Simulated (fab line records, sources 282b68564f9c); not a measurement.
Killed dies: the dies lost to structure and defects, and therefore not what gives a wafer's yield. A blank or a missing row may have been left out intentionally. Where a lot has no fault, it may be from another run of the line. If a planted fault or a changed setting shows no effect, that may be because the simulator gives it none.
fab line records	flow rit-cmos
[record] lots = 5	wafers = 15	last-day = 7
route steps=202 shown ACTIVE@14 FOX1@20 FOX2@23 NWELL@28 PWELL@39 WELLDRIVE@50 NRETRO@53 SILICIDE@161 M1@202
lots untouched by any fault: they come from a run of this same line in which no faults occurred
start-h: the number of hours between the record's first day and the start of the first shown wafer of the lot	wait-h: hours from the lot's prior step to this one	" unchanged from the row above	L1.1+2: several wafers, shown together as one row	- no value, or no start was given	* or withheld: withheld	< > ~ a bound
route shown NAME@n: NAME is a module with steps in the file, n the number in the route of the first one	usual: mean/standard deviation of fault-free wafers	same: alike in all rows	chamber/n: place in a boat	sites: the reading at each site	_std_site: how widely they spread, as a standard deviation	_edge_site: the outer-site mean with the inner-site mean subtracted	radius-mm: for every site, how far away it sits from the centre of the wafer	mask NAME#n: copy n	behind: the tool/chamber that last shaped the wafer	hold: cause of the lot's hold/its duration in hours/its outcome	device: the transistor (n, p or np) that didn't switch	end of line: the same wafers' tests at the end of the route	a step given without rows: its recipe and nothing more	killed: at the first sort, the dies lost to defects and structure; wafer yield is something else	map: a wafer's dies, x killed, . not, _ none there
set.NAME: setting as actually run; set.NAME@STEP: the setting as run at that earlier step	model.NAME: the simulator's own value behind a step, which no gauge read
a table for each step, a row for each wafer; lots at some steps of the route
services: when a tool's chamber went out of use (start-h, in hours from the record's first day, below 0 if earlier), for how many hours, and the reason
[[steps]]
[step RIT_ACTIVE_ETCH_13]
[recipe] stop-on = SiO2	chemistry = SF6	target = Si3N4	time-s = 210	over-etch-frac = 0.4	SF6_flow_sccm = 200	pressure-mtorr = 260	rf-w = 125	target-depth-a = 2100
[usual] drypump-motor-current-A = 5.9/0.44	oes-product-au = 0.825/0.013	run-length-s = 238.6/0.41	throttle-valve-pct = 7.50/0.12
[same] time-s = 210
lot.wafer	tool	chamber	start-h	wait-h	drypump-motor-current-A	oes-product-au	rf-hours-counter-h	run-length-s	throttle-valve-pct
L823.1	rie-diel-04	0	26.29	0.1	6.6	0.822	49	238.6	7.65
L823.2	"	3	"	"	5.1	0.828	41	238.6	7.29
L823.3	"	1	"	"	6.2	0.849	158	239.1	7.49
L825.2	rie-diel-04	2	38.37	0.1	5.3	0.828	93	237.5	7.37
L825.3	"	0	"	"	6.6	0.818	50	238.8	7.66
L825.5	"	1	"	"	6.2	0.840	-	238.8	7.50
L841.1	rie-diel-03	2	120.48	0.1	5.4	0.828	7	238.5	7.64
L841.2	"	3	"	"	6.5	0.804	144	238.9	7.47
L841.3	"	1	"	"	5.5	0.839	146	238.9	7.55
L842.2	rie-diel-02	0	121.58	0.1	5.7	0.813	145	237.8	7.51
L842.4	"	0	"	"	5.7	0.816	-	238.3	7.50
L842.5	"	3	"	"	5.8	0.803	-	238.5	7.41
L843.1	rie-diel-03	1	125.07	0.1	5.5	0.849	146	238.6	7.53
L843.2	"	0	"	"	5.9	0.830	97	238.1	7.70
L843.4	"	2	"	"	5.4	0.827	7	238.3	7.62
[step RIT_ACTIVE_STRIP_14]
[recipe] chemistry = O2	time-s = 180	resist = NOVOLAK	platen-temp-c = withheld	power-w = 500	pressure-mtorr = 4000	o2-flow-sccm = 4000
[usual] drypump-motor-current-A = 5.7/0.35
[same] time-s = 180
lot.wafer	tool	chamber	start-h	wait-h	drypump-motor-current-A	rf-hours-counter-h
L823.1	plasma-asher-03	1	26.42	0.1	5.6	32
L823.2	"	0	"	"	5.6	32
L823.3	"	0	"	"	5.7	-
L825.2	plasma-asher-04	1	38.51	0.1	5.8	39
L825.3	"	1	"	"	5.8	-
L825.5	"	0	"	"	5.4	-
L841.1	plasma-asher-03	0	120.62	0.1	5.6	40
L841.2	"	1	"	"	5.5	40
L841.3	"	0	"	"	5.6	-
L842.2	plasma-asher-02	1	121.71	0.1	6.5	0
L842.4	"	0	"	"	5.5	-
L842.5	"	1	"	"	6.5	-
L843.1	plasma-asher-04	0	125.21	0.1	5.3	48
L843.2	"	1	"	"	5.7	48
L843.4	"	0	"	"	5.3	-
[step RIT_ACTIVE_CD_MEAS_90]
[recipe] target-cd-nm = 1400
[usual] cd-nm = 1399.5/2.3
lot.wafer	tool	chamber	start-h	wait-h	cd-nm
L823.1	cd-sem-02	-	26.59	0.1	1399.4
L823.2	"	-	"	"	1401.8
L823.3	"	-	"	"	1398.2
L825.2	cd-sem-02	-	38.70	0.1	1396.0
L825.3	"	-	"	"	1396.6
L825.5	"	-	"	"	1397.8
L841.1	cd-sem-01	-	120.79	0.1	1401.3
L841.2	"	-	"	"	1402.2
L841.3	"	-	"	"	1400.0
L842.2	cd-sem-01	-	121.91	0.1	1394.9
L842.4	"	-	"	"	1392.8
L842.5	"	-	"	"	1394.6
L843.1	cd-sem-02	-	125.39	0.1	1398.3
L843.2	"	-	"	"	1400.2
L843.4	"	-	"	"	1400.7
[step RIT_ACTIVE_CLEAN_15]
[recipe] chemistry = SC1	mix = 3:3:50	time-s = 600	temp-c = 75
[step RIT_ACTIVE_CLEAN_16]
[recipe] chemistry = dHF	dilution = 50:1	time-s = 30
[step RIT_ACTIVE_CLEAN_17]
[recipe] chemistry = SC2	mix = 3:3:50	time-s = 600	temp-c = 75	dry = n2-spin
[step RIT_FOX1_OXIDATION_00]
[recipe] temp-c = 1100	ambient = H2O	target-thk-a = 3507	p-h2o-torr = 720	ox-time-s = 1130
[step RIT_FOX1_THK_MEAS_01]
[recipe] reads = SiO2_of_FOX1_OXIDATION_00
[usual] FOX1_OXIDE_THK = 350/7.9
lot.wafer	tool	chamber	start-h	wait-h	FOX1_OXIDE_THK[nm]
L823.1	film-metro-02	-	31.05	0.0	346
L823.2	"	-	"	"	350
L823.3	"	-	"	"	353
L825.2	film-metro-04	-	50.92	0.0	341
L825.3	"	-	"	"	341
L825.5	"	-	"	"	345
L841.1	film-metro-04	-	122.62	0.0	357
L841.2	"	-	"	"	358
L841.3	"	-	"	"	354
L842.2	film-metro-03	-	123.73	0.0	356
L842.4	"	-	"	"	353
L842.5	"	-	"	"	351
L843.1	film-metro-04	-	131.08	0.0	353
L843.2	"	-	"	"	350
L843.4	"	-	"	"	354
[step RIT_FOX1_WET_ETCH_02]
[recipe] chemistry = BOE	target-depth-nm = 350	time-s = 390	temp-c = 21.5	dry = n2-spin	dilution = 10:1	target = SiO2
[step RIT_FOX2_OXIDATION_00]
[recipe] temp-c = 1100	ambient = H2O	target-thk-a = 3507	p-h2o-torr = 720	ox-time-s = 1130
[step RIT_FOX2_THK_MEAS_01]
[recipe] reads = SiO2_of_FOX2_OXIDATION_00
[usual] FOX2_OXIDE_THK = 350/6.4
lot.wafer	tool	chamber	start-h	wait-h	FOX2_OXIDE_THK[nm]
L823.1	film-metro-04	-	37.64	0.0	353
L823.2	"	-	"	"	352
L823.3	"	-	"	"	346
L825.2	film-metro-01	-	55.49	0.0	350
L825.3	"	-	"	"	345
L825.5	"	-	"	"	355
L841.1	film-metro-01	-	124.11	0.0	346
L841.2	"	-	"	"	350
L841.3	"	-	"	"	351
L842.2	film-metro-03	-	125.44	0.0	357
L842.4	"	-	"	"	353
L842.5	"	-	"	"	354
L843.1	film-metro-04	-	133.83	0.0	340
L843.2	"	-	"	"	344
L843.4	"	-	"	"	335
[step RIT_FOX2_CLEAN_02]
[recipe] chemistry = dHF	dilution = 50:1	time-s = 180
[step RIT_FOX2_WET_ETCH_03]
[recipe] chemistry = H3PO4	target = Si3N4	target-depth-nm = 195	temp-c = 165	time-s = 2700
[usual] run-length-s = 2727/3.1
lot.wafer	tool	chamber	start-h	wait-h	run-length-s	model.SiO2_of_FOX2_OXIDATION_00.thk-nm	model.SiO2_of_ACTIVE_OXIDATION_01.thk-nm
L823.1	wet-bench-02	0	37.81	0.0	2724	326.2	37.63
L823.2	"	0	"	"	2724	324.5	39.81
L823.3	"	0	"	"	2724	319.1	40.25
L825.2	wet-bench-04	1	55.60	0.0	2726	322.5	40.53
L825.3	"	1	"	"	2726	316.7	39.14
L825.5	"	1	"	"	2726	327.1	40.64
L841.1	wet-bench-02	1	124.30	0.0	5426	307.3	35.42
L841.2	"	1	"	"	5426	311.6	35.27
L841.3	"	1	"	"	5426	312.6	36.21
L842.2	wet-bench-03	1	125.55	0.0	2725	329.8	41.74
L842.4	"	1	"	"	2725	325.5	41.19
L842.5	"	1	"	"	2725	326	41.39
L843.1	wet-bench-04	2	133.95	0.0	2726	312.9	41.49
L843.2	"	2	"	"	2726	316.4	41.65
L843.4	"	2	"	"	2726	307.4	42.04
[step RIT_FOX2_THK_MEAS_90]
[recipe] reads = SiO2_of_FOX2_OXIDATION_00
[usual] FIELD_OXIDE_LEFT_1_THK = 323/6.4
lot.wafer	tool	chamber	start-h	wait-h	FIELD_OXIDE_LEFT_1_THK[nm]
L823.1	film-metro-03	-	38.57	0.0	326
L823.2	"	-	"	"	325
L823.3	"	-	"	"	319
L825.2	film-metro-03	-	56.37	0.0	323
L825.3	"	-	"	"	317
L825.5	"	-	"	"	327
L841.1	film-metro-04	-	125.06	0.0	307
L841.2	"	-	"	"	312
L841.3	"	-	"	"	313
L842.2	film-metro-03	-	126.31	0.0	330
L842.4	"	-	"	"	326
L842.5	"	-	"	"	326
L843.1	film-metro-01	-	134.71	0.0	313
L843.2	"	-	"	"	316
L843.4	"	-	"	"	307
[step RIT_NWELL_HMDS_00]
[recipe] prime-time-s = 60	prime-temp-c = 140
[step RIT_NWELL_COAT_01]
[recipe] resist = NOVOLAK	spin-rpm = 2000	resist-thk-nm = 1300
[step RIT_NWELL_SOFTBAKE_02]
[recipe] resist = NOVOLAK	temp-c = 90	time-s = 60
[step RIT_NWELL_EXPOSE_03]
[recipe] mask-id = M2	na = 0.57	target-cd-nm = 43900	dose-mj = 250
[step RIT_NWELL_PEB_04]
[recipe] resist = NOVOLAK	temp-c = withheld	time-s = withheld
[step RIT_NWELL_DEVELOP_05]
[recipe] resist = NOVOLAK	develop-time-s = 68	dev-temp-c = 23
[step RIT_NWELL_OVL_MEAS_06]
[usual] NWELL_OVL = -0.1/1.2
lot.wafer	tool	chamber	start-h	wait-h	NWELL_OVL[nm]
L823.1	overlay-02	-	39.64	-	-1.1
L823.2	"	-	"	"	-0.7
L823.3	"	-	"	"	0.0
L825.2	overlay-01	-	57.30	-	2.0
L825.3	"	-	"	"	0.7
L825.5	"	-	"	"	2.2
L841.1	overlay-01	-	126.12	-	-0.2
L841.2	"	-	"	"	1.6
L841.3	"	-	"	"	0.0
L842.2	overlay-02	-	127.25	-	-1.7
L842.4	"	-	"	"	-1.5
L842.5	"	-	"	"	-1.6
L843.1	overlay-01	-	135.77	-	-1.2
L843.2	"	-	"	"	-1.2
L843.4	"	-	"	"	-0.8
[step RIT_NWELL_HARDBAKE_07]
[recipe] resist = NOVOLAK	temp-c = 140	time-s = 120
[step RIT_NWELL_IMPLANT_08]
[recipe] species = P	energy-kev = 170	dose-cm2 = 5e+13	tilt-deg = 7
[step RIT_NWELL_STRIP_09]
[recipe] chemistry = O2	time-s = 180	resist = NOVOLAK	platen-temp-c = withheld	power-w = 500	pressure-mtorr = 4000	o2-flow-sccm = 4000
[usual] drypump-motor-current-A = 5.5/0.34
[same] time-s = 180
lot.wafer	tool	chamber	start-h	wait-h	drypump-motor-current-A	rf-hours-counter-h
L823.1	plasma-asher-04	1	40.07	0.1	5.8	40
L823.2	"	0	"	"	5.3	40
L823.3	"	0	"	"	5.3	-
L825.2	plasma-asher-03	1	57.73	0.1	5.5	34
L825.3	"	1	"	"	5.6	-
L825.5	"	0	"	"	5.7	-
L841.1	plasma-asher-01	1	126.56	0.1	5.0	33
L841.2	"	0	"	"	5.9	33
L841.3	"	1	"	"	5.0	-
L842.2	plasma-asher-01	0	127.68	0.1	6.0	34
L842.4	"	1	"	"	5.0	-
L842.5	"	0	"	"	6.0	-
L843.1	plasma-asher-01	1	136.45	0.1	5.0	35
L843.2	"	0	"	"	6.0	35
L843.4	"	0	"	"	5.9	-
[step RIT_NWELL_TW_MEAS_10]
[usual] NWELL_TW = 2146/23
lot.wafer	tool	chamber	start-h	wait-h	NWELL_TW
L823.1	film-metro-02	-	40.25	0.1	2129
L823.2	"	-	"	"	2157
L823.3	"	-	"	"	2145
L825.2	film-metro-02	-	57.92	0.1	2150
L825.3	"	-	"	"	2153
L825.5	"	-	"	"	2164
L841.1	film-metro-04	-	126.74	0.1	2129
L841.2	"	-	"	"	2115
L841.3	"	-	"	"	2114
L842.2	film-metro-04	-	127.87	0.1	2130
L842.4	"	-	"	"	2119
L842.5	"	-	"	"	2135
L843.1	film-metro-04	-	136.63	0.1	2111
L843.2	"	-	"	"	2121
L843.4	"	-	"	"	2114
[step RIT_PWELL_HMDS_00]
[recipe] prime-time-s = 60	prime-temp-c = 140
[step RIT_PWELL_COAT_01]
[recipe] resist = NOVOLAK	spin-rpm = 2000	resist-thk-nm = 1300
[step RIT_PWELL_SOFTBAKE_02]
[recipe] resist = NOVOLAK	temp-c = 90	time-s = 60
[step RIT_PWELL_EXPOSE_03]
[recipe] mask-id = M3	na = 0.57	target-cd-nm = 43700	dose-mj = 250
[step RIT_PWELL_PEB_04]
[recipe] resist = NOVOLAK	temp-c = withheld	time-s = withheld
[step RIT_PWELL_DEVELOP_05]
[recipe] resist = NOVOLAK	develop-time-s = 68	dev-temp-c = 23
[step RIT_PWELL_OVL_MEAS_06]
[usual] PWELL_OVL = 1.1/1.4
lot.wafer	tool	chamber	start-h	wait-h	PWELL_OVL[nm]
L823.1	overlay-02	-	41.31	-	2.2
L823.2	"	-	"	"	2.5
L823.3	"	-	"	"	2.6
L825.2	overlay-01	-	59.05	-	1.5
L825.3	"	-	"	"	1.1
L825.5	"	-	"	"	0.3
L841.1	overlay-01	-	127.80	-	2.3
L841.2	"	-	"	"	2.8
L841.3	"	-	"	"	2.1
L842.2	overlay-01	-	128.80	-	0.1
L842.4	"	-	"	"	0.3
L842.5	"	-	"	"	0.2
L843.1	overlay-02	-	138.08	-	2.1
L843.2	"	-	"	"	2.1
L843.4	"	-	"	"	1.5
[step RIT_PWELL_HARDBAKE_07]
[recipe] resist = NOVOLAK	temp-c = 140	time-s = 120
[step RIT_PWELL_IMPLANT_08]
[recipe] species = B	energy-kev = 170	dose-cm2 = 7e+13	tilt-deg = 7
[step RIT_PWELL_STRIP_09]
[recipe] chemistry = O2	time-s = 180	resist = NOVOLAK	platen-temp-c = withheld	power-w = 500	pressure-mtorr = 4000	o2-flow-sccm = 4000
[usual] drypump-motor-current-A = 5.6/0.46
[same] time-s = 180
lot.wafer	tool	chamber	start-h	wait-h	drypump-motor-current-A	rf-hours-counter-h
L823.1	plasma-asher-02	0	41.75	0.1	5.5	42
L823.2	"	1	"	"	6.5	42
L823.3	"	0	"	"	5.5	-
L825.2	plasma-asher-01	0	59.62	0.1	6.0	27
L825.3	"	0	"	"	6.0	-
L825.5	"	0	"	"	6.0	-
L841.1	plasma-asher-02	0	128.24	0.1	5.5	1
L841.2	"	1	"	"	6.5	1
L841.3	"	0	"	"	5.5	-
L842.2	plasma-asher-01	0	129.23	0.1	6.0	34
L842.4	"	1	"	"	5.0	-
L842.5	"	1	"	"	5.0	-
L843.1	plasma-asher-01	1	138.58	0.1	5.0	35
L843.2	"	0	"	"	6.0	35
L843.4	"	1	"	"	5.0	-
[step RIT_PWELL_TW_MEAS_10]
[usual] PWELL_TW = 952/9
lot.wafer	tool	chamber	start-h	wait-h	PWELL_TW
L823.1	film-metro-04	-	41.92	0.1	949
L823.2	"	-	"	"	953
L823.3	"	-	"	"	949
L825.2	film-metro-02	-	59.81	0.1	959
L825.3	"	-	"	"	953
L825.5	"	-	"	"	952
L841.1	film-metro-04	-	128.41	0.1	945
L841.2	"	-	"	"	944
L841.3	"	-	"	"	942
L842.2	film-metro-04	-	129.42	0.1	943
L842.4	"	-	"	"	944
L842.5	"	-	"	"	938
L843.1	film-metro-04	-	138.76	0.1	944
L843.2	"	-	"	"	947
L843.4	"	-	"	"	940
[step RIT_WELLDRIVE_ANNEAL_00]
[recipe] temp-c = 1100	time-s = 14700	ambient = N2
[step RIT_WELLDRIVE_RS_MEAS_01]
[recipe] thk-meas-gauge = four-point-probe
[usual] NWELL_RS = 275.5/0.74
lot.wafer	tool	chamber	start-h	wait-h	NWELL_RS[ohm/sq]
L823.1	film-metro-02	-	55.80	0.0	274.4
L823.2	"	-	"	"	274.6
L823.3	"	-	"	"	275.1
L825.2	film-metro-01	-	65.67	0.0	276.0
L825.3	"	-	"	"	275.4
L825.5	"	-	"	"	275.7
L841.1	film-metro-04	-	135.29	0.0	274.6
L841.2	"	-	"	"	275.0
L841.3	"	-	"	"	275.1
L842.2	film-metro-01	-	135.31	0.0	274.0
L842.4	"	-	"	"	274.9
L842.5	"	-	"	"	273.8
L843.1	film-metro-01	-	143.93	0.0	275.9
L843.2	"	-	"	"	275.3
L843.4	"	-	"	"	276.3
[step RIT_WELLDRIVE_RS_MEAS_02]
[recipe] thk-meas-gauge = four-point-probe
[usual] PWELL_RS = 429.3/1.4
lot.wafer	tool	chamber	start-h	wait-h	PWELL_RS[ohm/sq]
L823.1	film-metro-02	-	55.92	0.1	429.1
L823.2	"	-	"	"	427.8
L823.3	"	-	"	"	429.8
L825.2	film-metro-01	-	65.79	0.1	427.8
L825.3	"	-	"	"	428.5
L825.5	"	-	"	"	428.8
L841.1	film-metro-04	-	135.41	0.1	429.8
L841.2	"	-	"	"	430.3
L841.3	"	-	"	"	429.2
L842.2	film-metro-01	-	135.43	0.1	429.1
L842.4	"	-	"	"	429.5
L842.5	"	-	"	"	427.4
L843.1	film-metro-01	-	144.05	0.1	427.3
L843.2	"	-	"	"	428.3
L843.4	"	-	"	"	427.6
[step RIT_NRETRO_HMDS_00]
[recipe] prime-time-s = 60	prime-temp-c = 140
[step RIT_NRETRO_COAT_01]
[recipe] resist = NOVOLAK	spin-rpm = 2000	resist-thk-nm = 1300
[step RIT_NRETRO_SOFTBAKE_02]
[recipe] resist = NOVOLAK	temp-c = 90	time-s = 60
[step RIT_SILICIDE_WET_ETCH_00]
[recipe] chemistry = BOE	target = SiO2	target-depth-nm = 14	time-s = 15	dry = n2-spin	dilution = 10:1	temp-c = 21.5
[usual] run-length-s = 43.0/1.9
[same] time-s = 15
lot.wafer	tool	chamber	start-h	wait-h	run-length-s	model.SiO2_of_FOX2_OXIDATION_00.thk-nm
L823.1	wet-bench-01	2	93.18	0.1	41.0	152.6
L823.2	"	2	"	"	41.0	152.6
L823.3	"	2	"	"	41.0	149.2
L825.2	wet-bench-01	2	100.92	0.1	42.4	149.7
L825.3	"	2	"	"	42.4	142.7
L825.5	"	2	"	"	42.4	152.8
L841.1	wet-bench-01	2	160.50	0.1	41.8	132.3
L841.2	"	2	"	"	41.8	139.6
L841.3	"	2	"	"	41.8	139.9
L842.2	wet-bench-04	1	161.67	0.1	41.7	157.5
L842.4	"	1	"	"	41.7	154.2
L842.5	"	1	"	"	41.7	153.5
L843.1	wet-bench-03	1	167.93	0.1	41.3	141.9
L843.2	"	1	"	"	41.3	144
L843.4	"	1	"	"	41.3	135.3
[step RIT_M1_PROBE_99]
[usual] killed-at-contacts = 0.1/0.25	killed-at-front-end = 7/3.1	killed-dies = 7/3.2	killed-open = 3.3/2	killed-short = 3.5/2
[same] gross-dies = 264	killed_at_M0_to_M3 = 0	killed_at_M4_up = 0	killed-at-back-side = 0	killed-at-other = 0
lot.wafer	tool	chamber	start-h	wait-h	killed-at-contacts	killed-at-front-end	killed-dies	killed-open	killed-short	model.etest.pldd.width-nm	model.etest.nldd.width-nm	model.etest.nmos-narrow.drive-ua-um	model.etest.pmos-narrow.drive-ua-um	model.etest.field-n.vt-v
L823.1	prober-02	-	101.82	0.1	0	7	7	5	2	3187	3195	235.6	104.7	35.1
L823.2	prober-02	-	101.87	0.1	0	3	3	2	1	3199	3197	238.6	105.8	35
L823.3	prober-02	-	101.92	0.2	1	6	7	4	3	3176	3186	233.3	105.5	34.14
L825.2	prober-02	-	114.38	0.1	0	4	4	1	3	3203	3220	239.5	105.5	34.41
L825.3	prober-02	-	114.43	0.2	0	9	9	5	4	3184	3198	232.6	103	33.55
L825.5	prober-02	-	114.53	0.2	0	4	4	2	2	3186	3191	234.7	103.1	34.95
L841.1	prober-01	-	167.34	0.1	0	13	13	9	4	3249	3258	250.6	108.3	32.48
L841.2	prober-01	-	167.39	0.1	0	3	3	1	2	3232	3234	247.3	109.1	33.15
L841.3	prober-01	-	167.44	0.2	0	10	10	3	7	3256	3234	240.5	106	33.28
L842.2	prober-02	-	168.89	0.1	0	2	2	1	1	3146	3148	224.1	102.9	35.59
L842.4	prober-02	-	168.99	0.2	0	4	4	2	2	3175	3168	225.3	103.8	34.98
L842.5	prober-02	-	169.04	0.2	1	6	7	1	6	3185	3176	227	104.9	35.15
L843.1	prober-01	-	174.70	0.1	0	2	2	1	1	3180	3199	228	102.6	33.28
L843.2	prober-01	-	174.75	0.1	0	6	6	3	3	3203	3196	223.3	101	33.68
L843.4	prober-01	-	174.85	0.2	0	6	6	5	1	3205	3203	225.7	103.1	32.56
// killed by level:class
L823.1 SILICIDE:geometric-particle:open=3 FOX2:geometric-particle:short=1 FOX2:geometric-particle:open=1 REOX:geometric-particle:short=1 SPACER:geometric-particle:open=1
L823.2 FOX2:geometric-particle:short=1 SPACER:geometric-particle:open=1 SILICIDE:geometric-particle:open=1
L823.3 REOX:geometric-particle:open=2 FOX1:geometric-particle:short=1 GATE:geometric-particle:short=1 SPACER:geometric-particle:open=1 SILICIDE:geometric-particle:short=1 CONTACT:geometric-particle:open=1
L825.2 SPACER:geometric-particle:short=2 REOX:geometric-particle:short=1 SPACER:geometric-particle:open=1
L825.3 GATE:geometric-particle:open=3 REOX:geometric-particle:open=2 FOX1:geometric-particle:short=1 GATE:geometric-particle:short=1 SILICIDE:geometric-particle:short=1 REOX:geometric-particle:short=1
L825.5 GATE:geometric-particle:short=1 GATE:geometric-particle:open=1 REOX:geometric-particle:open=1 SPACER:geometric-particle:short=1
L841.1 GATE:geometric-particle:short=3 GATE:geometric-particle:open=3 SILICIDE:geometric-particle:open=3 FOX1:geometric-particle:open=2 SPACER:geometric-particle:open=1 SILICIDE:geometric-particle:short=1
L841.2 FOX1:geometric-particle:short=1 GATE:geometric-particle:open=1 SILICIDE:geometric-particle:short=1
L841.3 FOX1:geometric-particle:short=2 GATE:geometric-particle:open=2 GATE:geometric-particle:short=2 SPACER:geometric-particle:short=2 SILICIDE:geometric-particle:short=1 SILICIDE:geometric-particle:open=1
L842.2 SILICIDE:geometric-particle:short=1 SILICIDE:geometric-particle:open=1
L842.4 GATE:geometric-particle:short=2 GATE:geometric-particle:open=1 SILICIDE:geometric-particle:open=1
L842.5 SILICIDE:geometric-particle:short=3 GATE:geometric-particle:short=1 REOX:geometric-particle:open=1 REOX:geometric-particle:short=1 CONTACT:geometric-particle:short=1
L843.1 FOX2:geometric-particle:open=1 GATE:geometric-particle:short=1
L843.2 SILICIDE:geometric-particle:short=2 GATE:geometric-particle:short=1 REOX:geometric-particle:open=1 SPACER:geometric-particle:open=1 SILICIDE:geometric-particle:open=1
L843.4 GATE:geometric-particle:open=3 SILICIDE:geometric-particle:open=2 GATE:geometric-particle:short=1
[[services]]
tool	chamber	start-h	hours	kind
plasma-asher-04	-	19.79	15.6	pm
rie-diel-04	3	21.02	3.7	repair
plasma-asher-02	-	21.58	2.8	pm
rie-diel-04	2	25.39	4.3	repair
rie-diel-04	2	46.90	12.9	repair
wet-bench-01	-	57.20	4.5	repair
rie-diel-03	3	66.73	1.3	repair
plasma-asher-03	-	67.92	3.8	repair
rie-diel-04	2	74.04	16.5	repair
rie-diel-04	3	79.36	5.8	repair
rie-diel-04	1	96.45	-	clean
rie-diel-04	1	96.45	17.8	scheduled-down
rie-diel-04	1	96.45	17.8	vent-cycle
plasma-asher-02	-	108.75	9.0	pm
plasma-asher-02	0	108.75	9.0	vent-cycle
plasma-asher-02	1	108.75	9.0	vent-cycle
plasma-asher-01	-	112.30	2.8	pm
rie-diel-02	2	112.83	11.1	repair
plasma-asher-02	0	117.75	-	clean
plasma-asher-02	1	117.75	-	clean
rie-diel-02	2	123.92	-	clean
plasma-asher-03	-	130.17	3.4	repair
rie-diel-04	2	137.27	16.2	repair
rie-diel-03	2	167.20	6.1	repair
[[key]]
[first-sign] step = RIT_FOX2_WET_ETCH_03	reading = run-length-s	direction = up	sigmas = 99+	usual = *	struck = *
effect none on later readings
[model-effect] step = RIT_FOX2_WET_ETCH_03	value = SiO2_of_FOX2_OXIDATION_00.thk-nm	without = 321.3	struck = 310.5
[model-effect] step = RIT_SILICIDE_WET_ETCH_00	value = SiO2_of_FOX2_OXIDATION_00.thk-nm	without = 148	struck = 137.3
[model-effect] step = RIT_M1_PROBE_99	value = etest.pldd.width-nm	without = 3193	struck = 3246
met-at RIT_FOX2_WET_ETCH_03
struck-wafers L841.1,L841.2,L841.3
tester-left-out L841
[fault] kind = process-parameter-drift	tool = wet-bench-02	chamber = 1	onset-h = 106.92	steps = RIT_FOX2_WET_ETCH_03	channel = time-s	offset = *	shape = step	end-h = 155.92	acts-in = *	stated = *
// tester-left-out: of these lots the tester's yield and bins aren't shown, on N5 and GAA mostly nor the transistor test; their killed dies are dies lost to structure and defects alone, not to doping, threshold or leakage, so they don't give the yield
